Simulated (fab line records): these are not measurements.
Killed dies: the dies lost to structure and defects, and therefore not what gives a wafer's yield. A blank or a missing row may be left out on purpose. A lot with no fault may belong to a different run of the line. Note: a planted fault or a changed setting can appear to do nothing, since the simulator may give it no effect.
fab line records :: flow rit_cmos
record:
  lots: 6
  wafers: 18
  last_day: 6
route steps=202 shown PSD@144 SDANNEAL@153 NSD@158 PLDD@159 NLDD@160 SILICIDE@161 M1@202
lots with no fault: from the same line, run without faults
start_h: start of the lot's first displayed wafer, in hours after the record's first day :: wait_h: time in hours since the lot's previous step :: " same as the row above :: L1.1+2: a row that stands for several wafers :: - either no value or no given start :: * or withheld: withheld :: < > ~ a bound
route shown NAME@n: a module of which the file shows steps, and the number in the route of the first :: usual: the fault-free wafers' mean and standard deviation :: same: alike in all rows :: chamber/n: place in a boat :: sites: readings site by site :: _std_site: standard deviation of those values :: _edge_site: inner sites' mean taken away from outer sites' mean :: radius_mm: for every site, how far away it sits from the centre of the wafer :: mask NAME#n: copy n :: behind: tool/chamber where the wafer was last shaped :: hold: why the lot went on hold/how many hours it stayed there/how the hold came to an end :: device: which transistor (n, p or np) failed to switch :: end of line: the same wafers' tests at the end of the route :: a step without rows: its recipe alone :: killed: dies that structure and defects cost at the first sort, which is not the same as the wafer's yield :: map: a wafer's dies, x killed, . not, _ none there
set.NAME: the setting as run; set.NAME@STEP: as run at that earlier step :: model.NAME: the simulator's own value behind a step, which no gauge read
lots at some steps of the route; a table a step, a row a wafer
services: the hour from which a tool's chamber was out of use, counted from the record's first day as start_h (under 0 if before that day), plus the number of hours and why
== steps ==
step: RIT_PSD_SOFTBAKE_02
recipe:
  resist: NOVOLAK
  temp_c: 90
  time_s: 60
step: RIT_PSD_EXPOSE_03
recipe:
  mask_id: M10
  na: 0.57
  target_cd_nm: 40900
  dose_mj: 250
step: RIT_PSD_PEB_04
recipe:
  resist: NOVOLAK
  temp_c: withheld
  time_s: withheld
step: RIT_PSD_DEVELOP_05
recipe:
  resist: NOVOLAK
  develop_time_s: 50
  dev_temp_c: 23
step: RIT_PSD_OVL_MEAS_06
usual:
  PSD_OVL: -1.0/1.4
lot.wafer: L607.3
tool: overlay-02
chamber: -
start_h: 58.61
wait_h: -
PSD_OVL[nm]: 0.3

lot.wafer: L607.4
tool: overlay-02
chamber: -
start_h: 58.61
wait_h: -
PSD_OVL[nm]: -0.3

lot.wafer: L607.5
tool: overlay-02
chamber: -
start_h: 58.61
wait_h: -
PSD_OVL[nm]: 1.3

lot.wafer: L609.1
tool: overlay-01
chamber: -
start_h: 66.87
wait_h: -
PSD_OVL[nm]: -3.5

lot.wafer: L609.3
tool: overlay-01
chamber: -
start_h: 66.87
wait_h: -
PSD_OVL[nm]: -3.2

lot.wafer: L609.5
tool: overlay-01
chamber: -
start_h: 66.87
wait_h: -
PSD_OVL[nm]: -3.7

lot.wafer: L619.1
tool: overlay-01
chamber: -
start_h: 115.68
wait_h: -
PSD_OVL[nm]: 1.9

lot.wafer: L619.5
tool: overlay-01
chamber: -
start_h: 115.68
wait_h: -
PSD_OVL[nm]: 1.2

lot.wafer: L619.6
tool: overlay-01
chamber: -
start_h: 115.68
wait_h: -
PSD_OVL[nm]: 1.8

lot.wafer: L620.1
tool: overlay-01
chamber: -
start_h: 122.81
wait_h: -
PSD_OVL[nm]: -0.4

lot.wafer: L620.3
tool: overlay-01
chamber: -
start_h: 122.81
wait_h: -
PSD_OVL[nm]: -2.5

lot.wafer: L620.5
tool: overlay-01
chamber: -
start_h: 122.81
wait_h: -
PSD_OVL[nm]: -2.9

lot.wafer: L621.3
tool: overlay-01
chamber: -
start_h: 128.06
wait_h: -
PSD_OVL[nm]: -1.2

lot.wafer: L621.4
tool: overlay-01
chamber: -
start_h: 128.06
wait_h: -
PSD_OVL[nm]: -3.8

lot.wafer: L621.5
tool: overlay-01
chamber: -
start_h: 128.06
wait_h: -
PSD_OVL[nm]: -1.6

lot.wafer: L622.2
tool: overlay-02
chamber: -
start_h: 130.26
wait_h: -
PSD_OVL[nm]: -2.5

lot.wafer: L622.4
tool: overlay-02
chamber: -
start_h: 130.26
wait_h: -
PSD_OVL[nm]: 0.6

lot.wafer: L622.5
tool: overlay-02
chamber: -
start_h: 130.26
wait_h: -
PSD_OVL[nm]: -0.7
step: RIT_PSD_HARDBAKE_07
recipe:
  resist: NOVOLAK
  temp_c: 140
  time_s: 60
step: RIT_PSD_IMPLANT_08
recipe:
  species: BF2
  energy_kev: 27
  dose_cm2: 5e+15
  tilt_deg: 7
step: RIT_PSD_STRIP_09
recipe:
  chemistry: O2
  time_s: 180
  resist: NOVOLAK
  platen_temp_c: withheld
  power_w: 500
  pressure_mtorr: 4000
  o2_flow_sccm: 4000
usual:
  drypump_motor_current_A: 5.7/0.53
lot.wafer: L607.3
tool: plasma_asher-02
chamber: 0
start_h: 58.99
wait_h: 0.1
drypump_motor_current_A: 5.6
rf_hours_counter_h: -

lot.wafer: L607.4
tool: plasma_asher-02
chamber: 1
start_h: 58.99
wait_h: 0.1
drypump_motor_current_A: 5.5
rf_hours_counter_h: -

lot.wafer: L607.5
tool: plasma_asher-02
chamber: 1
start_h: 58.99
wait_h: 0.1
drypump_motor_current_A: 5.5
rf_hours_counter_h: -

lot.wafer: L609.1
tool: plasma_asher-01
chamber: 0
start_h: 67.43
wait_h: 0.1
drypump_motor_current_A: 5.8
rf_hours_counter_h: 27

lot.wafer: L609.3
tool: plasma_asher-01
chamber: 1
start_h: 67.43
wait_h: 0.1
drypump_motor_current_A: 5.1
rf_hours_counter_h: -

lot.wafer: L609.5
tool: plasma_asher-01
chamber: 0
start_h: 67.43
wait_h: 0.1
drypump_motor_current_A: 5.8
rf_hours_counter_h: -

lot.wafer: L619.1
tool: plasma_asher-01
chamber: 1
start_h: 116.12
wait_h: 0.1
drypump_motor_current_A: 5.1
rf_hours_counter_h: 32

lot.wafer: L619.5
tool: plasma_asher-01
chamber: 0
start_h: 116.12
wait_h: 0.1
drypump_motor_current_A: 5.8
rf_hours_counter_h: -

lot.wafer: L619.6
tool: plasma_asher-01
chamber: 1
start_h: 116.12
wait_h: 0.1
drypump_motor_current_A: 5.1
rf_hours_counter_h: -

lot.wafer: L620.1
tool: plasma_asher-01
chamber: 1
start_h: 123.15
wait_h: 0.1
drypump_motor_current_A: 5.1
rf_hours_counter_h: 33

lot.wafer: L620.3
tool: plasma_asher-01
chamber: 1
start_h: 123.15
wait_h: 0.1
drypump_motor_current_A: 5.1
rf_hours_counter_h: -

lot.wafer: L620.5
tool: plasma_asher-01
chamber: 1
start_h: 123.15
wait_h: 0.1
drypump_motor_current_A: 5.1
rf_hours_counter_h: -

lot.wafer: L621.3
tool: plasma_asher-02
chamber: 1
start_h: 128.49
wait_h: 0.1
drypump_motor_current_A: 5.4
rf_hours_counter_h: -

lot.wafer: L621.4
tool: plasma_asher-02
chamber: 0
start_h: 128.49
wait_h: 0.1
drypump_motor_current_A: 5.6
rf_hours_counter_h: -

lot.wafer: L621.5
tool: plasma_asher-02
chamber: 1
start_h: 128.49
wait_h: 0.1
drypump_motor_current_A: 5.4
rf_hours_counter_h: -

lot.wafer: L622.2
tool: plasma_asher-02
chamber: 1
start_h: 130.59
wait_h: 0.1
drypump_motor_current_A: 5.4
rf_hours_counter_h: 48

lot.wafer: L622.4
tool: plasma_asher-02
chamber: 1
start_h: 130.59
wait_h: 0.1
drypump_motor_current_A: 5.5
rf_hours_counter_h: -

lot.wafer: L622.5
tool: plasma_asher-02
chamber: 0
start_h: 130.59
wait_h: 0.1
drypump_motor_current_A: 5.6
rf_hours_counter_h: -
step: RIT_PSD_TW_MEAS_10
usual:
  PSD_TW: 3443/33
lot.wafer: L607.3
tool: film_metro-02
chamber: -
start_h: 59.13
wait_h: 0.1
PSD_TW: 3401

lot.wafer: L607.4
tool: film_metro-02
chamber: -
start_h: 59.13
wait_h: 0.1
PSD_TW: 3394

lot.wafer: L607.5
tool: film_metro-02
chamber: -
start_h: 59.13
wait_h: 0.1
PSD_TW: 3404

lot.wafer: L609.1
tool: film_metro-02
chamber: -
start_h: 67.61
wait_h: 0.1
PSD_TW: 3390

lot.wafer: L609.3
tool: film_metro-02
chamber: -
start_h: 67.61
wait_h: 0.1
PSD_TW: 3401

lot.wafer: L609.5
tool: film_metro-02
chamber: -
start_h: 67.61
wait_h: 0.1
PSD_TW: 3370

lot.wafer: L619.1
tool: film_metro-03
chamber: -
start_h: 116.30
wait_h: 0.1
PSD_TW: 3448

lot.wafer: L619.5
tool: film_metro-03
chamber: -
start_h: 116.30
wait_h: 0.1
PSD_TW: 3435

lot.wafer: L619.6
tool: film_metro-03
chamber: -
start_h: 116.30
wait_h: 0.1
PSD_TW: 3426

lot.wafer: L620.1
tool: film_metro-04
chamber: -
start_h: 123.32
wait_h: 0.1
PSD_TW: 3474

lot.wafer: L620.3
tool: film_metro-04
chamber: -
start_h: 123.32
wait_h: 0.1
PSD_TW: 3476

lot.wafer: L620.5
tool: film_metro-04
chamber: -
start_h: 123.32
wait_h: 0.1
PSD_TW: 3456

lot.wafer: L621.3
tool: film_metro-03
chamber: -
start_h: 128.63
wait_h: 0.1
PSD_TW: 3448

lot.wafer: L621.4
tool: film_metro-03
chamber: -
start_h: 128.63
wait_h: 0.1
PSD_TW: 3435

lot.wafer: L621.5
tool: film_metro-03
chamber: -
start_h: 128.63
wait_h: 0.1
PSD_TW: 3461

lot.wafer: L622.2
tool: film_metro-02
chamber: -
start_h: 130.78
wait_h: 0.1
PSD_TW: 3409

lot.wafer: L622.4
tool: film_metro-02
chamber: -
start_h: 130.78
wait_h: 0.1
PSD_TW: 3407

lot.wafer: L622.5
tool: film_metro-02
chamber: -
start_h: 130.78
wait_h: 0.1
PSD_TW: 3407
step: RIT_SDANNEAL_CLEAN_00
recipe:
  chemistry: SC1
  mix: 3:3:50
  time_s: 600
  temp_c: 75
step: RIT_SDANNEAL_CLEAN_01
recipe:
  chemistry: dHF
  dilution: 50:1
  time_s: 30
step: RIT_SDANNEAL_CLEAN_02
recipe:
  chemistry: SC2
  mix: 3:3:50
  time_s: 600
  temp_c: 75
  dry: n2_spin
step: RIT_SDANNEAL_RTA_03
recipe:
  temp_c: 1050
  time_s: 5
  idle_temp_c: 600
  ramp_up_c_per_s: 342
  ramp_down_c_per_s: 171
  cool_to_c: 600
  ambient: N2
usual:
  wafer_temp_C_max: 1053.7/1.2
lot.wafer: L607.3
tool: rtp_anneal-02
chamber: 0
start_h: 59.59
wait_h: 0.0
wafer_temp_C_max: 1055.7

lot.wafer: L607.4
tool: rtp_anneal-02
chamber: 0
start_h: 59.59
wait_h: 0.0
wafer_temp_C_max: 1054.8

lot.wafer: L607.5
tool: rtp_anneal-02
chamber: 0
start_h: 59.59
wait_h: 0.0
wafer_temp_C_max: 1052.1

lot.wafer: L609.1
tool: rtp_anneal-02
chamber: 0
start_h: 68.40
wait_h: 0.0
wafer_temp_C_max: 1053.2

lot.wafer: L609.3
tool: rtp_anneal-02
chamber: 0
start_h: 68.40
wait_h: 0.0
wafer_temp_C_max: 1054.0

lot.wafer: L609.5
tool: rtp_anneal-02
chamber: 0
start_h: 68.40
wait_h: 0.0
wafer_temp_C_max: 1053.5

lot.wafer: L619.1
tool: rtp_anneal-02
chamber: 0
start_h: 116.72
wait_h: 0.0
wafer_temp_C_max: 1051.4

lot.wafer: L619.5
tool: rtp_anneal-02
chamber: 0
start_h: 116.72
wait_h: 0.0
wafer_temp_C_max: 1053.1

lot.wafer: L619.6
tool: rtp_anneal-02
chamber: 0
start_h: 116.72
wait_h: 0.0
wafer_temp_C_max: 1055.3

lot.wafer: L620.1
tool: rtp_anneal-01
chamber: 0
start_h: 123.78
wait_h: 0.0
wafer_temp_C_max: 1052.8

lot.wafer: L620.3
tool: rtp_anneal-01
chamber: 0
start_h: 123.78
wait_h: 0.0
wafer_temp_C_max: 1053.0

lot.wafer: L620.5
tool: rtp_anneal-01
chamber: 0
start_h: 123.78
wait_h: 0.0
wafer_temp_C_max: 1052.0

lot.wafer: L621.3
tool: rtp_anneal-02
chamber: 0
start_h: 129.07
wait_h: 0.0
wafer_temp_C_max: 1052.3

lot.wafer: L621.4
tool: rtp_anneal-02
chamber: 0
start_h: 129.07
wait_h: 0.0
wafer_temp_C_max: 1052.2

lot.wafer: L621.5
tool: rtp_anneal-02
chamber: 0
start_h: 129.07
wait_h: 0.0
wafer_temp_C_max: 1053.2

lot.wafer: L622.2
tool: rtp_anneal-01
chamber: 0
start_h: 131.21
wait_h: 0.0
wafer_temp_C_max: 1053.0

lot.wafer: L622.4
tool: rtp_anneal-01
chamber: 0
start_h: 131.21
wait_h: 0.0
wafer_temp_C_max: 1053.0

lot.wafer: L622.5
tool: rtp_anneal-01
chamber: 0
start_h: 131.21
wait_h: 0.0
wafer_temp_C_max: 1053.9
step: RIT_SDANNEAL_RS_MEAS_04
recipe:
  thk_meas_gauge: four-point-probe
usual:
  PSD_RS: 115.93/0.26
lot.wafer: L607.3
tool: film_metro-04
chamber: -
start_h: 59.67
wait_h: 0.1
PSD_RS[ohm/sq]: 115.98

lot.wafer: L607.4
tool: film_metro-04
chamber: -
start_h: 59.67
wait_h: 0.1
PSD_RS[ohm/sq]: 116.40

lot.wafer: L607.5
tool: film_metro-04
chamber: -
start_h: 59.67
wait_h: 0.1
PSD_RS[ohm/sq]: 116.01

lot.wafer: L609.1
tool: film_metro-04
chamber: -
start_h: 68.46
wait_h: 0.0
PSD_RS[ohm/sq]: 116.17

lot.wafer: L609.3
tool: film_metro-04
chamber: -
start_h: 68.46
wait_h: 0.0
PSD_RS[ohm/sq]: 116.15

lot.wafer: L609.5
tool: film_metro-04
chamber: -
start_h: 68.46
wait_h: 0.0
PSD_RS[ohm/sq]: 116.43

lot.wafer: L619.1
tool: film_metro-03
chamber: -
start_h: 116.78
wait_h: -
PSD_RS[ohm/sq]: 73.07

lot.wafer: L619.5
tool: film_metro-03
chamber: -
start_h: 116.78
wait_h: -
PSD_RS[ohm/sq]: 72.87

lot.wafer: L619.6
tool: film_metro-03
chamber: -
start_h: 116.78
wait_h: -
PSD_RS[ohm/sq]: 72.44

lot.wafer: L620.1
tool: film_metro-02
chamber: -
start_h: 123.84
wait_h: 0.0
PSD_RS[ohm/sq]: 115.66

lot.wafer: L620.3
tool: film_metro-02
chamber: -
start_h: 123.84
wait_h: 0.0
PSD_RS[ohm/sq]: 115.83

lot.wafer: L620.5
tool: film_metro-02
chamber: -
start_h: 123.84
wait_h: 0.0
PSD_RS[ohm/sq]: 115.41

lot.wafer: L621.3
tool: film_metro-04
chamber: -
start_h: 129.15
wait_h: -
PSD_RS[ohm/sq]: 72.40

lot.wafer: L621.4
tool: film_metro-04
chamber: -
start_h: 129.15
wait_h: -
PSD_RS[ohm/sq]: 72.49

lot.wafer: L621.5
tool: film_metro-04
chamber: -
start_h: 129.15
wait_h: -
PSD_RS[ohm/sq]: 72.33

lot.wafer: L622.2
tool: film_metro-04
chamber: -
start_h: 131.27
wait_h: 0.1
PSD_RS[ohm/sq]: 115.74

lot.wafer: L622.4
tool: film_metro-04
chamber: -
start_h: 131.27
wait_h: 0.1
PSD_RS[ohm/sq]: 115.82

lot.wafer: L622.5
tool: film_metro-04
chamber: -
start_h: 131.27
wait_h: 0.1
PSD_RS[ohm/sq]: 115.84
step: RIT_SDANNEAL_RS_MEAS_05
recipe:
  thk_meas_gauge: four-point-probe
usual:
  NSD_RS: 84.58/0.25
lot.wafer: L607.3
tool: film_metro-04
chamber: -
start_h: 59.79
wait_h: 0.1
NSD_RS[ohm/sq]: 84.36

lot.wafer: L607.4
tool: film_metro-04
chamber: -
start_h: 59.79
wait_h: 0.1
NSD_RS[ohm/sq]: 84.33

lot.wafer: L607.5
tool: film_metro-04
chamber: -
start_h: 59.79
wait_h: 0.1
NSD_RS[ohm/sq]: 84.43

lot.wafer: L609.1
tool: film_metro-04
chamber: -
start_h: 68.58
wait_h: 0.1
NSD_RS[ohm/sq]: 84.40

lot.wafer: L609.3
tool: film_metro-04
chamber: -
start_h: 68.58
wait_h: 0.1
NSD_RS[ohm/sq]: 84.61

lot.wafer: L609.5
tool: film_metro-04
chamber: -
start_h: 68.58
wait_h: 0.1
NSD_RS[ohm/sq]: 84.66

lot.wafer: L619.1
tool: film_metro-03
chamber: -
start_h: 116.90
wait_h: 0.1
NSD_RS[ohm/sq]: 77.67

lot.wafer: L619.5
tool: film_metro-03
chamber: -
start_h: 116.90
wait_h: 0.1
NSD_RS[ohm/sq]: 77.69

lot.wafer: L619.6
tool: film_metro-03
chamber: -
start_h: 116.90
wait_h: 0.1
NSD_RS[ohm/sq]: 77.56

lot.wafer: L620.1
tool: film_metro-02
chamber: -
start_h: 123.96
wait_h: 0.1
NSD_RS[ohm/sq]: 84.22

lot.wafer: L620.3
tool: film_metro-02
chamber: -
start_h: 123.96
wait_h: 0.1
NSD_RS[ohm/sq]: 84.27

lot.wafer: L620.5
tool: film_metro-02
chamber: -
start_h: 123.96
wait_h: 0.1
NSD_RS[ohm/sq]: 84.23

lot.wafer: L621.3
tool: film_metro-04
chamber: -
start_h: 129.27
wait_h: 0.1
NSD_RS[ohm/sq]: 77.43

lot.wafer: L621.4
tool: film_metro-04
chamber: -
start_h: 129.27
wait_h: 0.1
NSD_RS[ohm/sq]: 77.72

lot.wafer: L621.5
tool: film_metro-04
chamber: -
start_h: 129.27
wait_h: 0.1
NSD_RS[ohm/sq]: 77.56

lot.wafer: L622.2
tool: film_metro-04
chamber: -
start_h: 131.39
wait_h: 0.1
NSD_RS[ohm/sq]: 84.45

lot.wafer: L622.4
tool: film_metro-04
chamber: -
start_h: 131.39
wait_h: 0.1
NSD_RS[ohm/sq]: 84.40

lot.wafer: L622.5
tool: film_metro-04
chamber: -
start_h: 131.39
wait_h: 0.1
NSD_RS[ohm/sq]: 84.68
step: RIT_SDANNEAL_RS_MEAS_06
recipe:
  thk_meas_gauge: four-point-probe
usual:
  PLDD_RS: 178.8/0.34
lot.wafer: L607.3
tool: film_metro-04
chamber: -
start_h: 59.91
wait_h: 0.1
PLDD_RS[ohm/sq]: 179.0

lot.wafer: L607.4
tool: film_metro-04
chamber: -
start_h: 59.91
wait_h: 0.1
PLDD_RS[ohm/sq]: 178.7

lot.wafer: L607.5
tool: film_metro-04
chamber: -
start_h: 59.91
wait_h: 0.1
PLDD_RS[ohm/sq]: 178.9

lot.wafer: L609.1
tool: film_metro-04
chamber: -
start_h: 68.70
wait_h: 0.1
PLDD_RS[ohm/sq]: 178.5

lot.wafer: L609.3
tool: film_metro-04
chamber: -
start_h: 68.70
wait_h: 0.1
PLDD_RS[ohm/sq]: 179.0

lot.wafer: L609.5
tool: film_metro-04
chamber: -
start_h: 68.70
wait_h: 0.1
PLDD_RS[ohm/sq]: 179.0

lot.wafer: L619.1
tool: film_metro-03
chamber: -
start_h: 117.02
wait_h: 0.1
PLDD_RS[ohm/sq]: 142.3

lot.wafer: L619.5
tool: film_metro-03
chamber: -
start_h: 117.02
wait_h: 0.1
PLDD_RS[ohm/sq]: 142.4

lot.wafer: L619.6
tool: film_metro-03
chamber: -
start_h: 117.02
wait_h: 0.1
PLDD_RS[ohm/sq]: 141.4

lot.wafer: L620.1
tool: film_metro-02
chamber: -
start_h: 124.08
wait_h: 0.1
PLDD_RS[ohm/sq]: 179.0

lot.wafer: L620.3
tool: film_metro-02
chamber: -
start_h: 124.08
wait_h: 0.1
PLDD_RS[ohm/sq]: 178.2

lot.wafer: L620.5
tool: film_metro-02
chamber: -
start_h: 124.08
wait_h: 0.1
PLDD_RS[ohm/sq]: 178.6

lot.wafer: L621.3
tool: film_metro-04
chamber: -
start_h: 129.39
wait_h: 0.1
PLDD_RS[ohm/sq]: 141.3

lot.wafer: L621.4
tool: film_metro-04
chamber: -
start_h: 129.39
wait_h: 0.1
PLDD_RS[ohm/sq]: 141.6

lot.wafer: L621.5
tool: film_metro-04
chamber: -
start_h: 129.39
wait_h: 0.1
PLDD_RS[ohm/sq]: 141.6

lot.wafer: L622.2
tool: film_metro-04
chamber: -
start_h: 131.51
wait_h: 0.1
PLDD_RS[ohm/sq]: 178.9

lot.wafer: L622.4
tool: film_metro-04
chamber: -
start_h: 131.51
wait_h: 0.1
PLDD_RS[ohm/sq]: 178.6

lot.wafer: L622.5
tool: film_metro-04
chamber: -
start_h: 131.51
wait_h: 0.1
PLDD_RS[ohm/sq]: 179.2
step: RIT_SDANNEAL_RS_MEAS_07
recipe:
  thk_meas_gauge: four-point-probe
usual:
  NLDD_RS: 151.8/0.5
lot.wafer: L607.3
tool: film_metro-04
chamber: -
start_h: 60.03
wait_h: 0.1
NLDD_RS[ohm/sq]: 151.5

lot.wafer: L607.4
tool: film_metro-04
chamber: -
start_h: 60.03
wait_h: 0.1
NLDD_RS[ohm/sq]: 151.5

lot.wafer: L607.5
tool: film_metro-04
chamber: -
start_h: 60.03
wait_h: 0.1
NLDD_RS[ohm/sq]: 151.5

lot.wafer: L609.1
tool: film_metro-04
chamber: -
start_h: 68.82
wait_h: 0.1
NLDD_RS[ohm/sq]: 151.7

lot.wafer: L609.3
tool: film_metro-04
chamber: -
start_h: 68.82
wait_h: 0.1
NLDD_RS[ohm/sq]: 152.3

lot.wafer: L609.5
tool: film_metro-04
chamber: -
start_h: 68.82
wait_h: 0.1
NLDD_RS[ohm/sq]: 152.0

lot.wafer: L619.1
tool: film_metro-03
chamber: -
start_h: 117.14
wait_h: 0.1
NLDD_RS[ohm/sq]: 144.1

lot.wafer: L619.5
tool: film_metro-03
chamber: -
start_h: 117.14
wait_h: 0.1
NLDD_RS[ohm/sq]: 144.1

lot.wafer: L619.6
tool: film_metro-03
chamber: -
start_h: 117.14
wait_h: 0.1
NLDD_RS[ohm/sq]: 143.9

lot.wafer: L620.1
tool: film_metro-02
chamber: -
start_h: 124.20
wait_h: 0.1
NLDD_RS[ohm/sq]: 151.5

lot.wafer: L620.3
tool: film_metro-02
chamber: -
start_h: 124.20
wait_h: 0.1
NLDD_RS[ohm/sq]: 151.4

lot.wafer: L620.5
tool: film_metro-02
chamber: -
start_h: 124.20
wait_h: 0.1
NLDD_RS[ohm/sq]: 151.7

lot.wafer: L621.3
tool: film_metro-04
chamber: -
start_h: 129.51
wait_h: 0.1
NLDD_RS[ohm/sq]: 142.8

lot.wafer: L621.4
tool: film_metro-04
chamber: -
start_h: 129.51
wait_h: 0.1
NLDD_RS[ohm/sq]: 142.8

lot.wafer: L621.5
tool: film_metro-04
chamber: -
start_h: 129.51
wait_h: 0.1
NLDD_RS[ohm/sq]: 142.9

lot.wafer: L622.2
tool: film_metro-04
chamber: -
start_h: 131.63
wait_h: 0.1
NLDD_RS[ohm/sq]: 152.2

lot.wafer: L622.4
tool: film_metro-04
chamber: -
start_h: 131.63
wait_h: 0.1
NLDD_RS[ohm/sq]: 152.0

lot.wafer: L622.5
tool: film_metro-04
chamber: -
start_h: 131.63
wait_h: 0.1
NLDD_RS[ohm/sq]: 152.0
step: RIT_SILICIDE_WET_ETCH_00
recipe:
  chemistry: BOE
  target: SiO2
  target_depth_nm: 14
  time_s: 15
  dry: n2_spin
  dilution: 10:1
  temp_c: 21.5
step: RIT_M1_PROBE_99
usual:
  killed_at_contacts: 0.0/0.16
  killed_at_front_end: 7.1/2.7
  killed_dies: 7.2/2.7
  killed_open: 3.5/1.9
  killed_short: 3.6/1.9
same:
  gross_dies: 264
  killed_at_M0_to_M3: 0
  killed_at_M4_up: 0
  killed_at_back_side: 0
  killed_at_other: 0
lot.wafer: L607.3
tool: prober-01
chamber: -
start_h: 67.00
wait_h: 0.2
killed_at_contacts: 0
killed_at_front_end: 3
killed_dies: 3
killed_open: 3
killed_short: 0

lot.wafer: L607.4
tool: prober-01
chamber: -
start_h: 67.05
wait_h: 0.2
killed_at_contacts: 0
killed_at_front_end: 9
killed_dies: 9
killed_open: 5
killed_short: 4

lot.wafer: L607.5
tool: prober-01
chamber: -
start_h: 67.10
wait_h: 0.2
killed_at_contacts: 0
killed_at_front_end: 5
killed_dies: 5
killed_open: 2
killed_short: 3

lot.wafer: L619.1
tool: prober-01
chamber: -
start_h: 124.62
wait_h: 0.1
killed_at_contacts: 0
killed_at_front_end: 4
killed_dies: 4
killed_open: 1
killed_short: 3

lot.wafer: L619.5
tool: prober-01
chamber: -
start_h: 124.82
wait_h: 0.2
killed_at_contacts: 0
killed_at_front_end: 3
killed_dies: 3
killed_open: 1
killed_short: 2

lot.wafer: L619.6
tool: prober-01
chamber: -
start_h: 124.87
wait_h: 0.2
killed_at_contacts: 0
killed_at_front_end: 2
killed_dies: 2
killed_open: 1
killed_short: 1

lot.wafer: L620.1
tool: prober-02
chamber: -
start_h: 131.42
wait_h: 0.1
killed_at_contacts: 0
killed_at_front_end: 8
killed_dies: 8
killed_open: 6
killed_short: 2

lot.wafer: L620.3
tool: prober-02
chamber: -
start_h: 131.52
wait_h: 0.2
killed_at_contacts: 0
killed_at_front_end: 6
killed_dies: 6
killed_open: 3
killed_short: 3

lot.wafer: L620.5
tool: prober-02
chamber: -
start_h: 131.62
wait_h: 0.2
killed_at_contacts: 0
killed_at_front_end: 6
killed_dies: 6
killed_open: 3
killed_short: 3

lot.wafer: L621.3
tool: prober-01
chamber: -
start_h: 136.64
wait_h: 0.2
killed_at_contacts: 0
killed_at_front_end: 6
killed_dies: 6
killed_open: 3
killed_short: 3

lot.wafer: L621.4
tool: prober-01
chamber: -
start_h: 136.69
wait_h: 0.2
killed_at_contacts: 0
killed_at_front_end: 8
killed_dies: 8
killed_open: 3
killed_short: 5

lot.wafer: L621.5
tool: prober-01
chamber: -
start_h: 136.74
wait_h: 0.2
killed_at_contacts: 0
killed_at_front_end: 4
killed_dies: 4
killed_open: 2
killed_short: 2
killed by level:class
L607.3 FOX2:geometric_particle:open=1 GATE:geometric_particle:open=1 REOX:geometric_particle:open=1
L607.4 GATE:geometric_particle:open=4 GATE:geometric_particle:short=3 FOX2:geometric_particle:short=1 FOX2:geometric_particle:open=1
L607.5 GATE:geometric_particle:short=2 REOX:geometric_particle:open=2 REOX:geometric_particle:short=1
L619.1 FOX1:geometric_particle:short=1 GATE:geometric_particle:short=1 SPACER:geometric_particle:open=1 SILICIDE:geometric_particle:short=1
L619.5 FOX2:geometric_particle:short=1 GATE:geometric_particle:short=1 GATE:geometric_particle:open=1
L619.6 GATE:geometric_particle:short=1 REOX:geometric_particle:open=1
L620.1 GATE:geometric_particle:open=4 GATE:geometric_particle:short=1 REOX:geometric_particle:open=1 SPACER:geometric_particle:open=1 SILICIDE:geometric_particle:short=1
L620.3 GATE:geometric_particle:open=1 REOX:geometric_particle:open=1 REOX:geometric_particle:short=1 SPACER:geometric_particle:open=1 SPACER:geometric_particle:short=1 SILICIDE:geometric_particle:short=1
L620.5 SPACER:geometric_particle:open=2 GATE:geometric_particle:short=1 REOX:geometric_particle:short=1 SPACER:geometric_particle:short=1 SILICIDE:geometric_particle:open=1
L621.3 SILICIDE:geometric_particle:open=2 GATE:geometric_particle:open=1 GATE:geometric_particle:short=1 SPACER:geometric_particle:short=1 SILICIDE:geometric_particle:short=1
L621.4 GATE:geometric_particle:short=3 REOX:geometric_particle:short=1 REOX:geometric_particle:open=1 SPACER:geometric_particle:open=1 SILICIDE:geometric_particle:short=1 SILICIDE:geometric_particle:open=1
L621.5 SILICIDE:geometric_particle:short=2 FOX1:geometric_particle:open=1 SPACER:geometric_particle:open=1
== services ==
tool: plasma_asher-01
chamber: -
start_h: 40.98
hours: 2.3
kind: repair

tool: plasma_asher-02
chamber: -
start_h: 41.58
hours: 7.8
kind: repair

tool: plasma_asher-02
chamber: -
start_h: 109.58
hours: 2.8
kind: pm
== key ==
first_sign:
  step: RIT_SDANNEAL_RS_MEAS_04
  reading: PSD_RS
  direction: down
  sigmas: 99+
  usual: 115.93
  struck: 72.60
effect:
  step: RIT_SDANNEAL_RS_MEAS_05
  reading: NSD_RS
  direction: down
  sigmas: 28
  usual: 84.58
  struck: 77.61
effect:
  step: RIT_SDANNEAL_RS_MEAS_06
  reading: PLDD_RS
  direction: down
  sigmas: 99+
  usual: 178.8
  struck: 141.8
effect:
  step: RIT_SDANNEAL_RS_MEAS_07
  reading: NLDD_RS
  direction: down
  sigmas: 17
  usual: 151.8
  struck: 143.4
met_at RIT_SDANNEAL_RTA_03
struck_wafers L619.1,L619.5,L619.6,L621.3,L621.4,L621.5
tester_left_out L619,L621
onset_between 68.40 116.72
fault:
  kind: process_parameter_drift
  tool: rtp_anneal-02
  chamber: -
  onset_h: 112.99
  steps: RIT_SDANNEAL_RTA_03
  channel: time_s
  offset: *
  shape: step
  end_h: 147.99
  acts_in: *
  stated: *
tester_left_out: of these lots the tester's yield and bins aren't shown, on N5 and GAA mostly nor the transistor test; their killed dies are dies lost to structure and defects alone, not to doping, threshold or leakage, so they don't give the yield
